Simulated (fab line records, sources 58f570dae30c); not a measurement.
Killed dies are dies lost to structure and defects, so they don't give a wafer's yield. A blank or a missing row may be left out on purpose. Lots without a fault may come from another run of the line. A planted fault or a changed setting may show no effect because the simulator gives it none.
Split-lot experiment | flow berkeley_cmos170 | 5 lots, 23 wafers read, on a route of 331 steps

THE SPLIT
At UCB170_NWELL_OXIDATION_01 (target thk 26.4 nm, ox time 1260 s), the setting temp_c was moved away from the recipe's 1000 C on 10 of the 23 wafers read, by -2.4% to +0.8%. The other wafers ran this setting at the recipe's value.

The file shows no step between the split and the reading.

THE READING
NWELL_OXIDE_THK, in nm, at UCB170_NWELL_THK_MEAS_02. Fault-free wafers of this fab line usually give 26.4 nm, standard deviation 0.37 nm.

wafer  | tool, chamber at the split | temp_c as run, C | against the recipe | NWELL_OXIDE_THK, nm | against lot-mates on the recipe
L076.1 | -, -                       | 1000             | recipe             | 27.0                | -
L076.2 | -, -                       | 1000             | recipe             | 26.5                | -
L076.3 | -, -                       | 1000             | recipe             | 26.8                | -
L076.4 | -, -                       | 1000             | recipe             | 27.0                | -
L076.6 | -, -                       | 1000             | recipe             | 26.8                | -
L079.2 | -, -                       | 1008             | +0.8%              | 29.3                | no lot-mate on the recipe
L079.3 | -, -                       | 1008             | +0.8%              | 29.1                | no lot-mate on the recipe
L079.4 | -, -                       | 1008             | +0.8%              | 28.6                | no lot-mate on the recipe
L079.5 | -, -                       | 1008             | +0.8%              | 29.3                | no lot-mate on the recipe
L079.6 | -, -                       | 1008             | +0.8%              | 28.9                | no lot-mate on the recipe
L080.2 | furnace-03, 0              | 1000             | recipe             | 25.9                | -
L080.3 | furnace-03, 0              | 1000             | recipe             | 26.2                | -
L080.4 | furnace-03, 0              | 1000             | recipe             | 25.7                | -
L082.2 | -, -                       | 975.8            | -2.4%              | 20.8                | no lot-mate on the recipe
L082.3 | -, -                       | 975.8            | -2.4%              | 20.9                | no lot-mate on the recipe
L082.4 | -, -                       | 975.8            | -2.4%              | 20.0                | no lot-mate on the recipe
L082.5 | -, -                       | 975.8            | -2.4%              | 20.4                | no lot-mate on the recipe
L082.6 | -, -                       | 975.8            | -2.4%              | 20.6                | no lot-mate on the recipe
L085.1 | -, -                       | 1000             | recipe             | 25.9                | -
L085.2 | -, -                       | 1000             | recipe             | 26.2                | -
L085.4 | -, -                       | 1000             | recipe             | 26.0                | -
L085.5 | -, -                       | 1000             | recipe             | 26.1                | -
L085.6 | -, -                       | 1000             | recipe             | 25.9                | -

THE FIT
A straight line over all 23 wafers: NWELL_OXIDE_THK changes by +2.54 nm for each +1% of temp_c; r = +0.99; the points scatter about the line by 0.5 nm.
Too few moved wafers have a lot-mate on the recipe to fit a line with each lot's own level taken away.

THE WHOLE CHAIN: every reading that the file lists as answering this split, in the file's order
step                      | what it does                       | reading                                                                            | change (the file's fit)              | r (the file's)
UCB170_NWELL_OXIDATION_01 | target thk 26.4 nm, ox time 1260 s | SiO2_of_NWELL_OXIDATION_01.thk_nm (the simulator's own value, which no gauge read) | +2.54 nm for each +1% of the setting | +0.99
UCB170_NWELL_THK_MEAS_02  |                                    | NWELL_OXIDE_THK                                                                    | +2.54 for each +1% of the setting    | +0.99

THE FILE'S OWN FIT
NWELL_OXIDE_THK changes by +2.54 nm for each +1% of temp_c, r = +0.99.
